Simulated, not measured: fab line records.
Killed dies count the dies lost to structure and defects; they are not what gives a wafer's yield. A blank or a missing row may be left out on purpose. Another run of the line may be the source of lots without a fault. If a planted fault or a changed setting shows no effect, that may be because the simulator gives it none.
fab line records	flow rit_cmos
record lots=14	wafers=42	last_day=7
route steps=202 shown ACTIVE@1 CONTACT@177 M1@193
lots that met no fault: taken from a fault-free run of the same line
start_h: hours from the record's first day to the start of the lot's first wafer shown	wait_h: hours since the lot's step before	" unchanged from the row above	L1.1+2: one row covering several wafers at once	- no value present, or no start provided	* or withheld: withheld	< > ~ a bound
route shown NAME@n: names a module that has steps shown in the file, with the first one's number in the route	usual: the fault-free wafers' mean and standard deviation	same: alike in all rows	chamber/n: place in a boat	sites: readings site by site	_std_site: their standard deviation	_edge_site: outer sites' mean less inner sites'	radius_mm: how far each site lies from the wafer's centre	mask NAME#n: copy n	behind: the most recent tool/chamber to have shaped the wafer	hold: why the lot went on hold/how many hours it stayed there/how the hold came to an end	device: transistor that didn't switch, given as n, p or np	end of line: tests of these same wafers at the route's end	for a step that has no rows: nothing shown but its recipe	killed: count of dies lost to structure and defects at first sort (not the wafer's yield)	map: per-die view of a wafer (x killed, . not killed, _ where there is no die)
set.NAME: setting as actually run; set.NAME@STEP: the setting as run at that earlier step	model.NAME: the simulator's own value behind a step, which no gauge read
steps of the route over a sample of lots; a table a step, a row a wafer
services: from which hour (start_h, from the record's first day; less than 0 if before it) a tool's chamber was out of use, for how many hours, and why
## steps
# step RIT_ACTIVE_BOW_MEAS_00
# recipe mode=bow
# usual INCOMING_BOW=-1/6.3
lot.wafer	tool	chamber	start_h	wait_h	INCOMING_BOW[um]
L279.1	film_metro-02	-	10.00	-	-6
L279.2	"	-	"	"	5
L279.4	"	-	"	"	-5
L280.1	film_metro-01	-	15.00	-	14
L280.2	"	-	"	"	-14
L280.6	"	-	"	"	-3
L281.3	film_metro-03	-	20.04	-	-15
L281.5	"	-	"	"	1
L281.6	"	-	"	"	-7
L284.1	film_metro-01	-	35.00	-	2
L284.2	"	-	"	"	-9
L284.4	"	-	"	"	-3
L285.2	film_metro-02	-	40.02	-	-6
L285.5	"	-	"	"	-3
L285.6	"	-	"	"	-6
L286.2	film_metro-02	-	45.02	-	4
L286.3	"	-	"	"	7
L286.6	"	-	"	"	8
L291.1	film_metro-01	-	70.00	-	1
L291.3	"	-	"	"	-4
L291.4	"	-	"	"	-8
L292.1	film_metro-03	-	75.00	-	6
L292.3	"	-	"	"	6
L292.4	"	-	"	"	-5
L293.1	film_metro-03	-	80.00	-	-4
L293.2	"	-	"	"	7
L293.3	"	-	"	"	9
L294.1	film_metro-02	-	85.00	-	11
L294.3	"	-	"	"	6
L294.4	"	-	"	"	-5
L295.2	film_metro-01	-	90.02	-	-5
L295.3	"	-	"	"	3
L295.4	"	-	"	"	1
L297.2	film_metro-01	-	100.02	-	2
L297.4	"	-	"	"	8
L297.5	"	-	"	"	12
L300.2	film_metro-02	-	115.02	-	7
L300.3	"	-	"	"	-7
L300.5	"	-	"	"	-1
L302.1	film_metro-03	-	125.00	-	1
L302.3	"	-	"	"	-6
L302.5	"	-	"	"	0
# step RIT_CONTACT_OVL_MEAS_09
# usual CONTACT_OVL=-0.6/1.4
lot.wafer	tool	chamber	start_h	wait_h	CONTACT_OVL[nm]
L279.1	overlay-02	-	53.17	0.1	-0.3
L279.2	"	-	"	"	-0.9
L279.4	"	-	"	"	-0.9
L280.1	overlay-01	-	57.41	0.1	-0.4
L280.2	"	-	"	"	-2.0
L280.6	"	-	"	"	-0.7
L281.3	overlay-01	-	61.53	0.1	0.5
L281.5	"	-	"	"	-1.0
L281.6	"	-	"	"	0.2
L284.1	overlay-02	-	83.64	0.1	-0.2
L284.2	"	-	"	"	-2.3
L284.4	"	-	"	"	-2.9
L285.2	overlay-01	-	89.13	0.1	-1.5
L285.5	"	-	"	"	0.4
L285.6	"	-	"	"	-0.7
L286.2	overlay-02	-	89.49	0.1	-0.3
L286.3	"	-	"	"	0.2
L286.6	"	-	"	"	0.5
L291.1	overlay-01	-	117.84	0.1	-0.2
L291.3	"	-	"	"	-1.8
L291.4	"	-	"	"	-1.0
L293.1	overlay-01	-	122.98	0.1	-0.1
L293.2	"	-	"	"	-1.7
L293.3	"	-	"	"	-0.2
L292.1	overlay-01	-	123.72	0.1	-3.0
L292.3	"	-	"	"	-0.5
L292.4	"	-	"	"	-3.8
L294.1	overlay-01	-	131.34	0.1	-0.7
L294.3	"	-	"	"	0.4
L294.4	"	-	"	"	0.1
L295.2	overlay-02	-	132.34	0.1	0.7
L295.3	"	-	"	"	1.5
L295.4	"	-	"	"	1.9
L297.2	overlay-01	-	142.67	0.1	-0.3
L297.4	"	-	"	"	0.1
L297.5	"	-	"	"	-0.2
L300.2	overlay-02	-	157.35	0.1	-0.3
L300.3	"	-	"	"	-0.5
L300.5	"	-	"	"	-0.7
L302.1	overlay-02	-	167.18	0.1	1.8
L302.3	"	-	"	"	-0.2
L302.5	"	-	"	"	1.3
# step RIT_CONTACT_ETCH_11
# recipe target_depth_a=4800	over_etch_frac=0.2	stop_on=TiSi2	chemistry=CHF3/CF4/Ar	target=SiO2	CHF3_flow_sccm=50	cf4_flow_sccm=10	Ar_flow_sccm=100	O2_flow_sccm=5	pressure_mtorr=100	rf_w=200	time_s=320
# usual drypump_motor_current_A=5.7/0.39	oes_product_au=0.983/0.015	rf_fwd_power_W=199.7/0.59	throttle_valve_pct=8.90/0.12
# same over_etch_frac=0.2	time_s=320
lot.wafer	tool	chamber	start_h	wait_h	drypump_motor_current_A	oes_product_au	rf_fwd_power_W	rf_hours_counter_h	throttle_valve_pct
L279.1	rie_diel-01	0	53.36	0.1	6.4	0.978	199.9	129	9.09
L279.2	"	3	"	"	5.7	1.011	199.8	79	8.99
L279.4	"	1	"	"	5.1	0.971	200.1	137	9.04
L280.1	rie_diel-02	3	57.60	0.1	5.9	0.970	199.6	79	8.95
L280.2	"	0	"	"	5.0	1.001	199.8	75	8.88
L280.6	"	1	"	"	6.2	0.996	199.7	-	9.02
L281.3	rie_diel-04	1	61.71	0.1	5.6	0.995	199.7	111	8.84
L281.5	"	1	"	"	5.6	1.000	199.7	-	8.86
L281.6	"	0	"	"	5.6	0.979	199.3	-	8.75
L284.1	rie_diel-02	2	83.95	0.1	6.1	0.973	199.2	5	8.89
L284.2	"	3	"	"	5.9	0.964	200.0	79	8.93
L284.4	"	3	"	"	5.8	0.961	199.4	-	8.96
L285.2	rie_diel-04	0	89.36	0.1	5.6	0.990	199.6	148	8.77
L285.5	"	3	"	"	5.3	0.960	198.6	-	8.79
L285.6	"	2	"	"	5.8	0.991	200.4	-	8.92
L286.2	rie_diel-02	0	89.67	0.1	5.0	0.998	199.9	76	8.87
L286.3	"	3	"	"	5.9	0.958	199.5	79	8.96
L286.6	"	1	"	"	6.2	0.998	200.1	-	9.02
L291.1	rie_diel-02	1	118.02	0.1	6.2	0.998	168.0	6	9.02
L291.3	"	2	"	"	6.1	0.965	168.3	6	8.88
L291.4	"	0	"	"	5.0	1.006	168.6	76	8.88
L293.1	rie_diel-04	1	123.17	0.1	5.6	1.003	199.9	113	8.86
L293.2	"	2	"	"	5.9	0.986	200.1	41	8.92
L293.3	"	0	"	"	5.6	0.983	200.3	148	8.74
L292.1	rie_diel-02	2	123.90	0.1	6.1	0.961	168.5	6	8.87
L292.3	"	0	"	"	5.0	0.991	167.4	76	8.87
L292.4	"	1	"	"	6.2	1.010	167.0	6	9.02
L294.1	rie_diel-01	0	131.81	0.1	6.4	0.974	199.0	131	9.08
L294.3	"	2	"	"	5.7	0.999	199.1	26	8.64
L294.4	"	2	"	"	5.7	0.992	199.8	-	8.63
L295.2	rie_diel-04	2	132.52	0.1	5.9	0.988	200.9	41	8.94
L295.3	"	0	"	"	5.6	0.981	200.4	149	8.75
L295.4	"	3	"	"	5.3	0.960	198.8	88	8.78
L297.2	rie_diel-01	0	142.85	0.1	6.4	0.975	199.1	131	9.08
L297.4	"	0	"	"	6.4	0.982	200.6	-	9.08
L297.5	"	1	"	"	5.1	0.980	199.1	-	9.03
L300.2	rie_diel-04	3	157.53	0.1	5.3	0.960	198.9	89	8.77
L300.3	"	2	"	"	5.8	0.987	199.8	42	8.94
L300.5	"	2	"	"	5.8	0.984	200.0	-	8.94
L302.1	rie_diel-01	3	167.37	0.1	5.7	0.996	200.1	81	8.99
L302.3	"	2	"	"	5.7	0.990	199.7	28	8.64
L302.5	"	3	"	"	5.7	0.993	198.6	-	8.98
# step RIT_M1_CD_MEAS_09
# recipe target_cd_nm=2600
# usual cd_nm=2600.8/2.1
lot.wafer	tool	chamber	start_h	wait_h	cd_nm
L279.1	cd_sem-02	-	55.55	-	2598.4
L279.2	"	-	"	"	2601.0
L279.4	"	-	"	"	2599.5
L280.1	cd_sem-01	-	59.79	-	2603.2
L280.2	"	-	"	"	2602.7
L280.6	"	-	"	"	2601.8
L281.3	cd_sem-01	-	63.94	-	2598.9
L281.5	"	-	"	"	2601.8
L281.6	"	-	"	"	2600.4
L284.1	cd_sem-02	-	86.29	-	2603.7
L284.2	"	-	"	"	2602.6
L284.4	"	-	"	"	2603.1
L285.2	cd_sem-01	-	91.76	-	2602.7
L285.5	"	-	"	"	2601.2
L285.6	"	-	"	"	2600.5
L286.2	cd_sem-02	-	91.91	-	2597.2
L286.3	"	-	"	"	2600.3
L286.6	"	-	"	"	2598.8
L291.1	cd_sem-01	-	120.32	-	2600.3
L291.3	"	-	"	"	2599.0
L291.4	"	-	"	"	2599.7
L293.1	cd_sem-01	-	125.50	-	2599.8
L293.2	"	-	"	"	2600.0
L293.3	"	-	"	"	2599.9
L292.1	cd_sem-02	-	126.24	-	2601.2
L292.3	"	-	"	"	2599.1
L292.4	"	-	"	"	2598.8
L294.1	cd_sem-01	-	134.01	-	2599.9
L294.3	"	-	"	"	2601.2
L294.4	"	-	"	"	2598.8
L295.2	cd_sem-02	-	135.06	-	2604.8
L295.3	"	-	"	"	2602.0
L295.4	"	-	"	"	2604.6
L297.2	cd_sem-01	-	145.23	-	2593.9
L297.4	"	-	"	"	2596.5
L297.5	"	-	"	"	2595.9
L300.2	cd_sem-02	-	159.87	-	2601.3
L300.3	"	-	"	"	2602.8
L300.5	"	-	"	"	2599.7
L302.1	cd_sem-02	-	169.72	-	2600.3
L302.3	"	-	"	"	2603.2
L302.5	"	-	"	"	2603.3
# step RIT_M1_PROBE_99
# usual killed_at_M0_to_M3=0.0/0.18	killed_at_contacts=0.1/0.38	killed_at_front_end=6.9/2.9	killed_dies=7.1/3	killed_on_rim=2.0/1.4	killed_open=3.5/2.1	killed_short=3.5/2
# same gross_dies=264	killed_at_M4_up=0	killed_at_back_side=0	killed_at_other=0
lot.wafer	tool	chamber	start_h	wait_h	killed_at_M0_to_M3	killed_at_contacts	killed_at_front_end	killed_dies	killed_on_rim	killed_open	killed_short
L279.1	prober-02	-	58.63	0.1	0	0	5	5	3	3	2
L279.2	prober-02	-	58.68	0.1	0	0	8	8	0	8	0
L279.4	prober-02	-	58.78	0.2	0	0	9	9	0	6	3
L280.1	prober-01	-	65.34	0.1	0	0	13	13	6	8	5
L280.2	prober-01	-	65.39	0.1	0	0	8	8	3	4	4
L280.6	prober-01	-	65.59	0.2	0	0	8	8	2	6	2
L281.3	prober-02	-	67.55	0.2	0	0	6	6	1	3	3
L281.5	prober-02	-	67.65	0.2	0	0	6	6	0	3	3
L281.6	prober-02	-	67.70	0.2	0	0	7	7	1	5	2
L284.1	prober-01	-	89.23	0.1	0	0	6	6	3	5	1
L284.2	prober-01	-	89.28	0.1	0	0	5	5	0	2	3
L284.4	prober-01	-	89.38	0.2	0	0	9	9	3	7	2
L285.2	prober-02	-	94.49	0.1	0	0	5	5	2	3	2
L285.5	prober-02	-	94.64	0.2	0	0	5	5	2	5	0
L285.6	prober-02	-	94.69	0.2	0	0	4	4	0	1	3
L286.2	prober-02	-	95.29	0.1	0	0	8	8	4	1	7
L286.3	prober-02	-	95.34	0.2	0	0	10	10	5	8	2
L286.6	prober-02	-	95.49	0.2	0	0	6	6	3	2	4
L291.4	prober-01	-	123.13	0.2	0	1	14	15	3	6	8
L293.1	prober-02	-	128.19	0.1	0	0	4	4	1	1	3
L293.2	prober-02	-	128.24	0.1	0	1	4	5	3	2	3
L293.3	prober-02	-	128.29	0.2	0	0	4	4	1	2	2
L294.1	prober-02	-	136.68	0.1	1	0	6	7	1	1	5
L294.3	prober-02	-	136.78	0.2	0	1	4	5	3	4	1
L294.4	prober-02	-	136.83	0.2	0	0	6	6	2	3	3
L300.2	prober-02	-	162.55	0.1	0	0	4	4	1	1	3
L300.3	prober-02	-	162.60	0.2	0	1	3	4	0	3	1
L300.5	prober-02	-	162.70	0.2	0	0	3	3	2	0	3
L302.1	prober-02	-	172.39	0.1	0	0	8	8	2	3	3
L302.3	prober-02	-	172.49	0.2	0	0	14	14	2	7	5
L302.5	prober-02	-	172.59	0.2	0	0	7	7	1	1	6
# killed by level:class
L279.1 ACTIVE:geometric_particle:short=1 FOX2:geometric_particle:open=1 GATE:geometric_particle:open=1 GATE:geometric_particle:short=1 REOX:geometric_particle:open=1
L279.2 GATE:geometric_particle:open=3 FOX1:geometric_particle:open=2 SPACER:geometric_particle:open=2 REOX:geometric_particle:open=1
L279.4 GATE:geometric_particle:open=4 GATE:geometric_particle:short=2 FOX1:geometric_particle:open=1 FOX2:geometric_particle:open=1 REOX:geometric_particle:short=1
L280.1 GATE:geometric_particle:open=4 REOX:geometric_particle:short=2 SPACER:geometric_particle:short=2 SILICIDE:geometric_particle:open=2 FOX1:geometric_particle:short=1 FOX2:geometric_particle:open=1 SPACER:geometric_particle:open=1
L280.2 FOX1:geometric_particle:open=2 FOX1:geometric_particle:short=2 GATE:geometric_particle:short=2 GATE:geometric_particle:open=1 SPACER:geometric_particle:open=1
L280.6 GATE:geometric_particle:open=4 FOX1:geometric_particle:open=1 FOX2:geometric_particle:short=1 GATE:geometric_particle:short=1 SILICIDE:geometric_particle:open=1
L281.3 FOX1:geometric_particle:open=2 FOX1:geometric_particle:short=1 GATE:geometric_particle:short=1 REOX:geometric_particle:short=1 SILICIDE:geometric_particle:open=1
L281.5 FOX1:geometric_particle:open=2 SILICIDE:geometric_particle:short=2 REOX:geometric_particle:open=1 SPACER:geometric_particle:short=1
L281.6 GATE:geometric_particle:open=3 FOX1:geometric_particle:open=1 FOX1:geometric_particle:short=1 SPACER:geometric_particle:open=1 SPACER:geometric_particle:short=1
L284.1 GATE:geometric_particle:open=2 FOX1:geometric_particle:open=1 FOX2:geometric_particle:short=1 FOX2:geometric_particle:open=1 SPACER:geometric_particle:open=1
L284.2 FOX1:geometric_particle:open=2 GATE:geometric_particle:short=2 SILICIDE:geometric_particle:short=1
L284.4 GATE:geometric_particle:open=3 SPACER:geometric_particle:open=3 GATE:geometric_particle:short=1 REOX:geometric_particle:open=1 SPACER:geometric_particle:short=1
L285.2 FOX1:geometric_particle:open=1 FOX2:geometric_particle:open=1 GATE:geometric_particle:short=1 SPACER:geometric_particle:open=1 SILICIDE:geometric_particle:short=1
L285.5 SPACER:geometric_particle:open=2 FOX1:geometric_particle:open=1 FOX2:geometric_particle:open=1 REOX:geometric_particle:open=1
L285.6 FOX2:geometric_particle:short=1 GATE:geometric_particle:short=1 SPACER:geometric_particle:short=1 SILICIDE:geometric_particle:open=1
L286.2 FOX1:geometric_particle:short=3 GATE:geometric_particle:short=2 SPACER:geometric_particle:short=2 GATE:geometric_particle:open=1
L286.3 FOX1:geometric_particle:open=3 GATE:geometric_particle:open=3 GATE:geometric_particle:short=1 REOX:geometric_particle:open=1 SILICIDE:geometric_particle:open=1 SILICIDE:geometric_particle:short=1
L286.6 REOX:geometric_particle:short=3 FOX1:geometric_particle:short=1 FOX2:geometric_particle:open=1 GATE:geometric_particle:open=1
L291.4 GATE:geometric_particle:short=4 GATE:geometric_particle:open=3 FOX1:geometric_particle:short=2 REOX:geometric_particle:short=2 FOX1:geometric_particle:open=1 FOX2:geometric_particle:open=1 SPACER:geometric_particle:open=1 CONTACT:area_etch=1
L293.1 FOX1:geometric_particle:short=2 GATE:geometric_particle:short=1 GATE:geometric_particle:open=1
L293.2 REOX:geometric_particle:short=2 GATE:geometric_particle:open=1 REOX:geometric_particle:open=1 CONTACT:geometric_particle:short=1
L293.3 FOX1:geometric_particle:short=1 FOX2:geometric_particle:short=1 GATE:geometric_particle:open=1 SILICIDE:geometric_particle:open=1
L294.1 FOX1:geometric_particle:short=2 FOX1:geometric_particle:open=1 GATE:geometric_particle:short=1 SPACER:geometric_particle:short=1 SILICIDE:geometric_particle:short=1 M1:coat_microbubble_printed=1
L294.3 GATE:geometric_particle:open=2 FOX1:geometric_particle:short=1 SILICIDE:geometric_particle:open=1 CONTACT:geometric_particle:open=1
L294.4 FOX1:geometric_particle:short=1 GATE:geometric_particle:open=1 GATE:geometric_particle:short=1 REOX:geometric_particle:open=1 REOX:geometric_particle:short=1 SILICIDE:geometric_particle:open=1
L300.2 FOX1:geometric_particle:short=1 GATE:geometric_particle:short=1 SPACER:geometric_particle:short=1 SILICIDE:geometric_particle:open=1
L300.3 REOX:geometric_particle:open=2 GATE:geometric_particle:open=1 CONTACT:geometric_particle:short=1
L300.5 FOX2:geometric_particle:short=1 REOX:geometric_particle:short=1 SILICIDE:geometric_particle:short=1
L302.1 PLDD:coat_microbubble_printed=2 FOX1:geometric_particle:open=1 FOX2:geometric_particle:short=1 GATE:geometric_particle:short=1 REOX:geometric_particle:open=1 REOX:geometric_particle:short=1 SILICIDE:geometric_particle:open=1
L302.3 GATE:geometric_particle:short=3 GATE:geometric_particle:open=3 SILICIDE:geometric_particle:open=2 PLDD:coat_microbubble_printed=2 FOX1:geometric_particle:short=1 FOX2:geometric_particle:open=1 REOX:geometric_particle:open=1 SPACER:geometric_particle:short=1
L302.5 GATE:geometric_particle:short=3 REOX:geometric_particle:short=2 FOX2:geometric_particle:short=1 REOX:geometric_particle:open=1
## services
tool	chamber	start_h	hours	kind
rie_diel-02	0	51.41	5.0	repair
rie_diel-02	1	53.56	2.0	repair
rie_diel-02	0	76.21	10.0	repair
rie_diel-04	2	78.25	10.4	repair
rie_diel-01	-	120.40	0.3	repair
rie_diel-01	3	127.01	20.2	repair
rie_diel-01	0	133.54	6.1	repair
rie_diel-02	-	145.50	0.2	repair
rie_diel-04	0	158.99	-	clean
## key
first_sign step=RIT_CONTACT_ETCH_11	reading=rf_fwd_power_W	direction=down	sigmas=53	usual=199.7	struck=168.0
effect none on later readings
met_at RIT_CONTACT_ETCH_11
struck_lots L291,L292
tester_left_out L291,L292
not_acting_at RIT_ACTIVE_BOW_MEAS_00,RIT_CONTACT_OVL_MEAS_09,RIT_M1_CD_MEAS_09
onset_between 89.67 118.02
fault kind=process_parameter_drift	tool=rie_diel-02	chamber=-	onset_h=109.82	steps=RIT_CONTACT_ETCH_11	channel=rf_w	offset=-32	shape=step	end_h=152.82	acts_in=these_recipes_only	stated=200
# tester_left_out: of these lots the tester's yield and bins aren't shown, on N5 and GAA mostly nor the transistor test; their killed dies are dies lost to structure and defects alone, not to doping, threshold or leakage, so they don't give the yield
